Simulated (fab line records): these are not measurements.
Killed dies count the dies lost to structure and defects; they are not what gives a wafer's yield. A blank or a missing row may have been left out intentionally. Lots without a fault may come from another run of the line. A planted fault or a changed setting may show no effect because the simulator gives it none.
Which tool was responsible?	flow berkeley_cmos170	14 lots with 42 wafers sampled at 5 steps, on a route of 331 steps

WHAT THE GAUGES SHOWED, per wafer
UCB170_ACTIVE_CD_MEAS_13: the cd target is 1200 nm.
lot	measured	on	cd_nm (nm)
L733	day 5 02:10	cd_sem-02	1199.3 1198.7 1199.1
L730	day 5 02:14	cd_sem-01	1200.4 1199.2 1199.4
L732	day 5 02:31	cd_sem-02	1202.2 1202.2 1202.6
L731	day 5 02:47	cd_sem-02	1201.9 1200.7 1201.2
L735	day 5 17:53	cd_sem-01	1201.5 1202.3 1201.5
L734	day 5 18:07	cd_sem-01	1200.0 1200.7 1199.0
L737	day 6 16:34	cd_sem-02	1199.9 1200.1 1202.0
L738	day 6 17:02	cd_sem-02	1201.2 1201.1 1201.8
L746	day 8 21:23	cd_sem-02	1201.7 1203.2 1201.9
L747	day 9 05:51	cd_sem-02	1199.3 1200.0 1200.1
L748	day 9 06:05	cd_sem-02	1204.1 1202.1 1201.8
L750	day 9 14:08	cd_sem-01	1199.5 1200.2 1200.2
L753	day 9 14:53	cd_sem-01	1201.5 1200.5 1200.3
L752	day 9 23:29	cd_sem-01	1199.8 1199.6 1198.9

UCB170_SCREENOX_THK_MEAS_02.
lot	measured	on	SCREENOX_OXIDE_THK (nm)
L733	day 6 18:13	film_metro-04	14.58 14.46 14.25
L730	day 6 18:13	film_metro-03	13.86 13.79 13.96
L732	day 6 18:17	film_metro-04	14.53 14.58 14.63
L731	day 6 18:13	film_metro-01	14.51 14.62 14.48
L735	day 7 07:59	film_metro-04	14.35 14.46 14.35
L734	day 7 07:59	film_metro-01	14.79 14.29 14.37
L737	day 8 01:44	film_metro-03	14.65 14.51 14.37
L738	day 8 01:44	film_metro-04	14.64 14.75 14.68
L746	day 10 05:53	film_metro-03	14.62 14.49 14.48
L747	day 10 18:32	film_metro-01	14.10 14.33 14.36
L748	day 10 18:32	film_metro-04	14.11 14.08 14.11
L750	day 11 00:19	film_metro-04	14.10 14.14 14.24
L753	day 11 00:18	film_metro-03	14.32 14.35 14.32
L752	day 11 07:22	film_metro-03	14.06 14.13 13.78

UCB170_NVT_TW_MEAS_09.
lot	measured	on	NVT_TW
L733	day 7 01:50	film_metro-01	522 519 523
L730	day 7 01:19	film_metro-02	533 531 532
L732	day 7 01:34	film_metro-04	532 533 535
L731	day 7 01:41	film_metro-02	530 527 528
L735	day 7 16:41	film_metro-01	522 521 520
L734	day 7 16:26	film_metro-02	530 531 531
L737	day 8 11:54	film_metro-01	516 517 517
L738	day 8 11:37	film_metro-04	533 532 531
L746	day 10 11:47	film_metro-01	471 471 469
L747	day 11 01:05	film_metro-04	485 484 486
L748	day 11 01:19	film_metro-02	530 530 529
L750	day 11 07:59	film_metro-01	521 517 520
L753	day 11 08:04	film_metro-02	533 531 532
L752	day 11 14:55	film_metro-04	536 534 535

WHICH TOOL RAN EACH LOT (tool, then ch and the chambers of the sampled wafers, then the start)
lot	UCB170_ACTIVE_STRIP_16	UCB170_NVT_IMPLANT_07
L733	plasma_asher-02 ch 0,1, day 5 02:25	implanter-04 ch 0, day 7 01:35
L730	plasma_asher-01 ch 0,1, day 5 02:29	implanter-02 ch 0, day 7 01:05
L732	plasma_asher-03 ch 0,1, day 5 02:45	implanter-02 ch 0, day 7 01:20
L731	plasma_asher-02 ch 0,1, day 5 03:02	implanter-01 ch 0, day 7 01:28
L735	plasma_asher-02 ch 0,1, day 5 18:08	implanter-01 ch 0, day 7 16:26
L734	plasma_asher-03 ch 0,1, day 5 18:23	implanter-04 ch 0, day 7 16:11
L737	plasma_asher-02 ch 0,1, day 6 16:49	implanter-04 ch 0, day 8 11:40
L738	plasma_asher-01 ch 0,1, day 6 17:17	implanter-02 ch 0, day 8 11:22
L746	plasma_asher-02 ch 0,1, day 8 21:38	implanter-02 ch 0, day 10 11:34
L747	plasma_asher-03 ch 0,1, day 9 06:06	implanter-02 ch 0, day 11 00:50
L748	plasma_asher-01 ch 0,1, day 9 06:21	implanter-01 ch 0, day 11 01:04
L750	plasma_asher-03 ch 0,1, day 9 14:23	implanter-01 ch 0, day 11 07:46
L753	plasma_asher-02 ch 0,1, day 9 15:08	implanter-04 ch 0, day 11 07:49
L752	plasma_asher-03 ch 0,1, day 9 23:43	implanter-04 ch 0, day 11 14:43
- UCB170_ACTIVE_STRIP_16: strips in O2.
- UCB170_NVT_IMPLANT_07

WHAT THE TOOLS THEMSELVES READ (means of the sampled wafers that have a number; where no wafer has one, the mark that the record gives instead)
UCB170_ACTIVE_STRIP_16.
lot	tool	drypump_motor_current_A (A)	oes_product_au (a.u.)	strip_time_to_endpoint_s (s)
L733	plasma_asher-02	5.5	0.717	18.01
L730	plasma_asher-01	6.3	0.722	18.13
L732	plasma_asher-03	5.3	0.721	18.16
L731	plasma_asher-02	5.6	0.722	18.07
L735	plasma_asher-02	5.5	0.724	18.03
L734	plasma_asher-03	5.6	0.718	17.96
L737	plasma_asher-02	5.2	0.721	18.01
L738	plasma_asher-01	6.0	0.723	18.10
L746	plasma_asher-02	5.6	0.720	18.10
L747	plasma_asher-03	5.3	0.717	18.13
L748	plasma_asher-01	6.3	0.722	18.26
L750	plasma_asher-03	5.6	0.722	18.02
L753	plasma_asher-02	5.6	0.724	18.09
L752	plasma_asher-03	5.6	0.718	17.97

UCB170_NVT_IMPLANT_07.
lot	tool	dose_ions_cm2	faraday_current_uA
L733	implanter-04	3e+12	9.45
L730	implanter-02	3e+12	9.53
L732	implanter-02	3e+12	9.73
L731	implanter-01	3e+12	9.51
L735	implanter-01	3e+12	9.51
L734	implanter-04	3e+12	9.81
L737	implanter-04	3e+12	9.46
L738	implanter-02	3e+12	9.56
L746	implanter-02	2e+12	6.92
L747	implanter-02	2e+12	6.93
L748	implanter-01	3e+12	9.55
L750	implanter-01	3e+12	9.53
L753	implanter-04	3e+12	9.40
L752	implanter-04	3e+12	9.56

THE ANSWER, worked out from the rows above alone
Rule: usual is defined by the lots themselves. Put in order of their means at a reading, lots are off if they are a third of the lots or fewer, leave a main group of 4 or more, and stand apart from it by a gap of 3 or more times the standard deviation of the main group's means; of several such gaps the widest counts. A main group is skipped when, at the precision printed for the reading in the tables above, its means are all equal. Also off: a lot with no number at a reading for which 4 or more lots have one. The other lots that the step has rows for count as sound. After the gauges, taken in route order, come the tools' own readings; for these a lot's mean is taken, as printed above. The first step at which some lot is off is used, and at that step the reading that is off furthest; a lot without a number counts as furthest.
Off: L746, L747, at UCB170_NVT_TW_MEAS_09 (NVT_TW). The main group has a mean of 528 with a standard deviation of 6.
A tool fits if, at a process step before that reading, it ran every lot that is off, and no sound lot after the first of them. Not tried: the gauges at UCB170_NVT_TW_MEAS_09; whatever is off there is also off at UCB170_NVT_IMPLANT_07, on other tools, and gauge error can't account for it. One fits: UCB170_NVT_IMPLANT_07 on implanter-02. A fault onset in the window from L738 (day 8 11:22, its last sound lot) to L746 (day 10 11:34, its first lot off) fits.
The tool's own readings at UCB170_NVT_IMPLANT_07 bear it out: on the lots that are off they differ by more than 5 times the standard deviation of the sound lots' means. dose_ions_cm2 reads 2e+12 there against 3e+12 on the sound lots; faraday_current_uA reads 6.92 there against 9.55 on the sound lots.

WHAT THE SIMULATOR HAD PUT IN
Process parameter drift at UCB170_NVT_IMPLANT_07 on implanter-02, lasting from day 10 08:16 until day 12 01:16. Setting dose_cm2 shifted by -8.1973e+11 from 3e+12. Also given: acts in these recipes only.
Struck lots among those shown: L746, L747. This agrees with what the rule above found.
